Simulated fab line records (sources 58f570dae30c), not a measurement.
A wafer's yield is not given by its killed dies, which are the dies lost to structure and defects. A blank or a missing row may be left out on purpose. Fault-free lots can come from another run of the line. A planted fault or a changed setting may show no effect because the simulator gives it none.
Which tool was responsible? | flow berkeleyCmos170 | Sampling: 14 lots, 42 wafers, 5 of 331 route steps

== WHAT THE GAUGES READ, wafer by wafer ==
UCB170_START_THK_MEAS_03.
lot  | measured    | on           | START_OXIDE_THK (nm)
L772 | day 1 14:14 | filmMetro-03 | 20.0 20.2 20.3
L773 | day 1 19:25 | filmMetro-01 | 19.8 20.3 20.1
L774 | day 2 02:16 | filmMetro-03 | 20.4 20.0 20.3
L775 | day 2 06:31 | filmMetro-03 | 19.6 19.6 19.7
L776 | day 2 12:14 | filmMetro-04 | 20.2 19.8 20.0
L777 | day 2 17:51 | filmMetro-04 | 20.3 20.2 20.5
L778 | day 2 17:51 | filmMetro-01 | 20.2 19.7 20.0
L779 | day 3 01:08 | filmMetro-04 | 20.4 20.0 19.8
L780 | day 3 06:34 | filmMetro-01 | 19.6 19.6 19.9
L781 | day 3 12:22 | filmMetro-04 | 20.4 20.2 20.5
L790 | day 5 08:30 | filmMetro-03 | 20.1 19.7 20.1
L793 | day 5 21:45 | filmMetro-01 | 19.7 20.2 19.7
L794 | day 6 04:14 | filmMetro-01 | 19.8 19.9 19.5
L795 | day 6 09:30 | filmMetro-03 | 20.3 20.5 20.4

UCB170_PWELL_THK_MEAS_03.
lot  | measured    | on           | PWELL_OXIDE_THK (nm)
L772 | day 2 22:10 | filmMetro-02 | 27.1 27.0 27.4
L773 | day 2 22:11 | filmMetro-01 | 26.5 26.3 26.1
L774 | day 3 08:06 | filmMetro-01 | 26.3 25.9 26.1
L775 | day 3 08:06 | filmMetro-03 | 26.8 26.5 26.0
L776 | day 3 16:34 | filmMetro-01 | 25.6 25.8 25.8
L777 | day 3 18:53 | filmMetro-01 | 25.8 25.9 25.7
L778 | day 3 18:53 | filmMetro-02 | 26.3 26.2 25.7
L779 | day 4 04:00 | filmMetro-03 | 26.2 26.4 26.8
L780 | day 4 04:00 | filmMetro-02 | 26.6 26.2 26.6
L781 | day 4 12:49 | filmMetro-02 | 26.1 26.2 26.7
L790 | day 6 05:10 | filmMetro-03 | 26.0 26.0 25.9
L793 | day 6 19:15 | filmMetro-01 | 26.3 26.7 26.6
L794 | day 7 06:38 | filmMetro-03 | 26.1 26.5 26.9
L795 | day 7 13:26 | filmMetro-03 | 27.2 27.1 26.5

UCB170_ACTIVE_THK_MEAS_03.
lot  | measured    | on           | ACTIVE_OXIDE_THK (nm)
L772 | day 3 23:51 | filmMetro-04 | 27.0 26.3 26.5
L773 | day 3 23:52 | filmMetro-01 | 26.3 26.2 26.4
L774 | day 4 12:40 | filmMetro-01 | 26.1 26.2 26.6
L775 | day 4 12:40 | filmMetro-03 | 26.8 26.8 26.6
L776 | day 4 19:55 | filmMetro-01 | 27.7 27.3 26.9
L777 | day 4 19:51 | filmMetro-01 | 26.9 27.1 26.8
L778 | day 4 19:51 | filmMetro-03 | 26.3 26.2 26.4
L779 | day 5 04:08 | filmMetro-01 | 30.0 30.1 29.7
L780 | day 5 04:08 | filmMetro-03 | 29.6 30.3 29.9
L781 | day 5 13:15 | filmMetro-04 | 25.9 25.5 26.0
L790 | day 7 12:53 | filmMetro-01 | 26.0 25.9 26.2
L793 | day 8 07:04 | filmMetro-03 | 27.2 27.2 26.9
L794 | day 8 07:04 | filmMetro-04 | 26.8 26.4 26.5
L795 | day 8 19:26 | filmMetro-04 | 27.5 27.0 27.3

UCB170_FIELD_THK_MEAS_02.
lot  | measured    | on           | FIELD_OXIDE_THK (nm)
L772 | day 4 17:10 | filmMetro-02 | 549 561 545
L773 | day 4 17:11 | filmMetro-03 | 566 557 563
L774 | day 5 02:16 | filmMetro-01 | 540 535 537
L775 | day 5 02:16 | filmMetro-02 | 549 556 550
L776 | day 5 07:59 | filmMetro-03 | 550 552 547
L777 | day 5 07:57 | filmMetro-02 | 549 549 557
L778 | day 5 07:59 | filmMetro-01 | 561 562 551
L779 | day 5 20:05 | filmMetro-02 | 556 566 546
L780 | day 5 20:05 | filmMetro-03 | 564 565 560
L781 | day 6 02:05 | filmMetro-03 | 566 571 558
L790 | day 8 06:08 | filmMetro-01 | 574 575 580
L793 | day 8 23:55 | filmMetro-03 | 568 570 562
L794 | day 8 23:55 | filmMetro-02 | 556 562 558
L795 | day 9 11:38 | filmMetro-01 | 551 552 551

== WHAT TOOL EACH LOT RAN ON (gives the tool, then ch and the chambers of the sampled wafers, and finally the start) ==
lot  | UCB170_ACTIVE_OXIDATION_02
L772 | furnace-04 ch 0, day 3 22:30
L773 | furnace-04 ch 0, day 3 22:30
L774 | furnace-02 ch 0, day 4 11:19
L775 | furnace-02 ch 0, day 4 11:19
L776 | furnace-02 ch 0, day 4 18:30
L777 | furnace-02 ch 0, day 4 18:30
L778 | furnace-02 ch 0, day 4 18:30
L779 | furnace-02 ch 0, day 5 02:47
L780 | furnace-02 ch 0, day 5 02:47
L781 | furnace-03 ch 0, day 5 11:53
L790 | furnace-03 ch 0, day 7 11:31
L793 | furnace-02 ch 0, day 8 05:43
L794 | furnace-02 ch 0, day 8 05:43
L795 | furnace-02 ch 0, day 8 18:04
- UCB170_ACTIVE_OXIDATION_02: target thk 26.4 nm, ox time 1260 s.

== WHAT THE TOOLS THEMSELVES READ (means of the sampled wafers that have a number; where no wafer has one, the mark that the record gives instead) ==
UCB170_ACTIVE_OXIDATION_02.
lot  | tool       | spikeTcCentreC (C)
L772 | furnace-04 | 1002.1
L773 | furnace-04 | 1002.0
L774 | furnace-02 | 1002.6
L775 | furnace-02 | 1002.8
L776 | furnace-02 | 1003.1
L777 | furnace-02 | 1001.6
L778 | furnace-02 | 1000.9
L779 | furnace-02 | 1003.0
L780 | furnace-02 | 1002.0
L781 | furnace-03 | 1005.1
L790 | furnace-03 | 1005.3
L793 | furnace-02 | 1003.3
L794 | furnace-02 | 1004.2
L795 | furnace-02 | 1003.0

== THE ANSWER, worked out from the rows above alone ==
Rule: the lots themselves supply what counts as usual. Put in order of their means at a reading, lots are off if they are a third of the lots or fewer, leave a main group of 4 or more, and stand apart from it by a gap of 3 or more times the standard deviation of the main group's means; of several such gaps the widest counts. A main group is skipped when, at the precision printed for the reading in the tables above, its means are all equal. Also off: a lot with no number at a reading for which 4 or more lots have one. Where the step has rows for the other lots, those lots are counted as sound. First the gauges in route order, then the tools' own readings, where a lot's mean is used as printed above. At the first step where some lot is off, the reading lying furthest off is the one used; lots without a number count as furthest.
Off: L779, L780, at UCB170_ACTIVE_THK_MEAS_03 (ACTIVE_OXIDE_THK). Main group: mean 26.6 nm, sd 0.46.
A tool fits if, at a process step before that reading, it ran every lot that is off, and no sound lot after the first of them. The gauges at UCB170_ACTIVE_THK_MEAS_03 are tried like those tools. None of those tried fits.

== WHAT THE SIMULATOR HAD PUT IN ==
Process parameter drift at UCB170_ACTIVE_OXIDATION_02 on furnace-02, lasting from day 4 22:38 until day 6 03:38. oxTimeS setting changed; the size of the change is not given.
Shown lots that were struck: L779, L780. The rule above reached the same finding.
